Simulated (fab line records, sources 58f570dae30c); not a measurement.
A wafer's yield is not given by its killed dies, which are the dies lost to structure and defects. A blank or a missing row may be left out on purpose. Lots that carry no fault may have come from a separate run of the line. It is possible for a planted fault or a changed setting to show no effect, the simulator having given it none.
fab line records | flow berkeley_cmos170
[record] lots = 15 wafers = 45 last_day = 13
route steps=331 shown SILICIDE@211
lots with no fault: from the same line, run without faults
start_h: hours from the record's opening day to when the first of the lot's shown wafers began | wait_h: how many hours have passed since the lot's step before this one | " unchanged from the row above | L1.1+2: several wafers, shown together as one row | - value missing, or start not given | * or withheld: withheld | < > ~ a bound
route shown NAME@n: names a module that has steps shown in the file, with the first one's number in the route | usual: the fault-free wafers' mean and standard deviation | same: alike in all rows | chamber/n: place in a boat | sites: readings site by site | _std_site: standard deviation of those values | _edge_site: the outer-site mean with the inner-site mean subtracted | radius_mm: for every site, how far away it sits from the centre of the wafer | mask NAME#n: copy n | behind: the last tool/chamber to shape the wafer | hold: why the lot went on hold/how many hours it stayed there/how the hold came to an end | device: names the non-switching transistor (n, p or np) | end of line: the tests these same wafers got at the end of their route | a step without rows: its recipe alone | killed: count of dies lost to structure and defects at first sort (not the wafer's yield) | map: per-die view of a wafer (x killed, . not killed, _ where there is no die)
set.NAME: the setting that was run; set.NAME@STEP: the one run at that earlier step | model.NAME: the simulator's own value behind a step, which no gauge read
one table for each step of the route and one row for each wafer, over a sample of lots
services: the hour from which a tool's chamber was out of use, counted from the record's first day as start_h (under 0 if before that day), plus the number of hours and why
[[steps]]
[step UCB170_SILICIDE_SPUTTER_01]
[recipe] material = Ti target_thk_nm = 30 time_s = 25 power_w = 1500 chamber_pressure_pa = 0.5
[usual] throttle_valve_pct = 30.1/0.84
// columns lot.wafer tool chamber start_h wait_h throttle_valve_pct
L195.1 pvd_sputter-01 - 173.38 0.0 30.1
L195.2 " - " " 31.4
L195.4 " - " " 29.4
L196.1 pvd_sputter-04 - 173.83 0.0 30.4
L196.3 " - " " 31.4
L196.5 " - " " 30.4
L197.3 pvd_sputter-01 - 179.33 0.0 30.1
L197.4 " - " " 29.6
L197.6 " - " " 29.7
L198.1 pvd_sputter-01 - 179.78 0.0 31.3
L198.3 " - " " 30.1
L198.5 " - " " 30.0
L200.1 pvd_sputter-01 - 199.83 0.0 30.2
L200.4 " - " " 31.4
L200.6 " - " " 30.9
L201.4 pvd_sputter-01 - 200.95 0.0 30.2
L201.5 " - " " 30.1
L201.6 " - " " 29.9
L203.1 pvd_sputter-02 - 221.02 0.0 29.4
L203.2 " - " " 32.1
L203.3 " - " " 29.9
L206.3 pvd_sputter-01 - 239.05 0.0 29.8
L206.4 " - " " 30.0
L206.6 " - " " 30.0
L205.2 pvd_sputter-01 - 239.73 0.0 29.9
L205.3 " - " " 29.4
L205.4 " - " " 30.1
L210.1 pvd_sputter-01 - 251.19 0.0 31.1
L210.2 " - " " 30.0
L210.3 " - " " 29.6
L209.2 pvd_sputter-01 - 256.93 0.0 30.5
L209.5 " - " " 29.4
L209.6 " - " " 29.9
L213.1 pvd_sputter-04 - 275.64 0.0 29.8
L213.3 " - " " 31.3
L213.5 " - " " 31.0
L215.1 pvd_sputter-02 - 276.23 0.0 28.3
L215.4 " - " " 31.9
L215.5 " - " " 29.4
L216.1 pvd_sputter-04 - 276.92 0.0 30.6
L216.2 " - " " 31.5
L216.5 " - " " 30.6
L218.1 pvd_sputter-02 - 287.01 0.0 28.1
L218.3 " - " " 29.4
L218.5 " - " " 29.4
[step UCB170_SILICIDE_RS_MEAS_02]
[recipe] thk_meas_gauge = four-point-probe reads = Ti_of_SILICIDE_SPUTTER_01
[usual] SILICIDE_TI_RS = 26.1/0.32
// columns lot.wafer tool chamber start_h wait_h SILICIDE_TI_RS[ohm/sq]
L195.1 film_metro-04 - 173.41 0.0 25.7
L195.2 " - " " 26.1
L195.4 " - " " 25.6
L196.1 film_metro-01 - 173.86 0.0 26.4
L196.3 " - " " 26.7
L196.5 " - " " 26.8
L197.3 film_metro-04 - 179.40 0.1 26.3
L197.4 " - " " 25.9
L197.6 " - " " 26.2
L198.1 film_metro-04 - 179.81 0.0 25.9
L198.3 " - " " 26.0
L198.5 " - " " 26.2
L200.1 film_metro-01 - 199.86 0.0 25.5
L200.4 " - " " 25.4
L200.6 " - " " 25.3
L201.4 film_metro-02 - 201.04 0.1 26.1
L201.5 " - " " 25.8
L201.6 " - " " 25.9
L203.1 film_metro-01 - 221.05 0.0 25.7
L203.2 " - " " 25.7
L203.3 " - " " 25.7
L206.3 film_metro-04 - 239.12 0.1 26.2
L206.4 " - " " 26.3
L206.6 " - " " 26.1
L205.2 film_metro-02 - 239.80 0.1 29.7
L205.3 " - " " 29.2
L205.4 " - " " 29.7
L210.1 film_metro-01 - 251.22 0.0 29.0
L210.2 " - " " 29.4
L210.3 " - " " 29.2
L209.2 film_metro-01 - 256.98 0.0 29.4
L209.5 " - " " 29.2
L209.6 " - " " 29.2
L213.1 film_metro-02 - 275.67 0.0 26.1
L213.3 " - " " 26.0
L213.5 " - " " 26.0
L215.1 film_metro-02 - 276.26 0.0 26.1
L215.4 " - " " 26.4
L215.5 " - " " 26.2
L216.1 film_metro-02 - 276.95 0.0 26.2
L216.2 " - " " 26.4
L216.5 " - " " 26.2
L218.1 film_metro-02 - 287.04 0.0 26.3
L218.3 " - " " 26.1
L218.5 " - " " 26.1
[step UCB170_SILICIDE_THK_MEAS_03]
[recipe] thk_meas_gauge = xrf reads = Ti_of_SILICIDE_SPUTTER_01
[usual] SILICIDE_TI_THK = 29.81/0.3
// columns lot.wafer tool chamber start_h wait_h SILICIDE_TI_THK[nm]
L195.1 film_metro-04 - 173.53 0.1 30.20
L195.2 " - " " 29.79
L195.4 " - " " 30.29
L196.1 film_metro-01 - 173.98 0.1 29.66
L196.3 " - " " 29.11
L196.5 " - " " 29.21
L197.3 film_metro-04 - 179.50 0.1 29.63
L197.4 " - " " 29.99
L197.6 " - " " 29.68
L198.1 film_metro-04 - 179.93 0.1 29.89
L198.3 " - " " 29.88
L198.5 " - " " 29.77
L200.1 film_metro-01 - 199.98 0.1 30.28
L200.4 " - " " 30.43
L200.6 " - " " 30.43
L201.4 film_metro-02 - 201.13 0.1 29.76
L201.5 " - " " 30.00
L201.6 " - " " 29.72
L203.1 film_metro-01 - 221.17 0.1 29.97
L203.2 " - " " 30.22
L203.3 " - " " 30.03
L206.3 film_metro-04 - 239.22 0.1 29.62
L206.4 " - " " 29.67
L206.6 " - " " 29.81
L205.2 film_metro-02 - 239.91 0.1 26.66
L205.3 " - " " 26.93
L205.4 " - " " 26.66
L210.1 film_metro-01 - 251.34 0.1 27.15
L210.2 " - " " 26.77
L210.3 " - " " 26.90
L209.2 film_metro-01 - 257.09 0.1 26.67
L209.5 " - " " 26.77
L209.6 " - " " 26.95
L213.1 film_metro-02 - 275.79 0.1 29.81
L213.3 " - " " 30.01
L213.5 " - " " 30.03
L215.1 film_metro-02 - 276.38 0.1 29.97
L215.4 " - " " 29.61
L215.5 " - " " 29.74
L216.1 film_metro-02 - 277.07 0.1 29.59
L216.2 " - " " 29.55
L216.5 " - " " 29.82
L218.1 film_metro-02 - 287.16 0.1 29.71
L218.3 " - " " 29.82
L218.5 " - " " 29.80
[[services]]
// columns tool chamber start_h hours kind
pvd_sputter-04 - 177.02 5.2 repair
pvd_sputter-04 - 255.21 4.8 repair
[[key]]
[first_sign] step = UCB170_SILICIDE_RS_MEAS_02 reading = SILICIDE_TI_RS direction = up sigmas = 10 usual = 26.1 struck = 29.3
[effect] step = UCB170_SILICIDE_THK_MEAS_03 reading = SILICIDE_TI_THK direction = down sigmas = 10 usual = 29.81 struck = 26.83
met_at UCB170_SILICIDE_SPUTTER_01
struck_lots L205,L209,L210
tester_left_out L205,L209,L210
onset_between 239.05 239.73
[fault] kind = process_parameter_drift tool = pvd_sputter-01 chamber = - onset_h = 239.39 steps = UCB170_SILICIDE_SPUTTER_01 channel = target_thk_nm offset = -3.0354 shape = step end_h = 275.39 acts_in = these_recipes_only stated = 30
// tester_left_out: of these lots the tester's yield and bins aren't shown, on N5 and GAA mostly nor the transistor test; their killed dies are dies lost to structure and defects alone, not to doping, threshold or leakage, so they don't give the yield
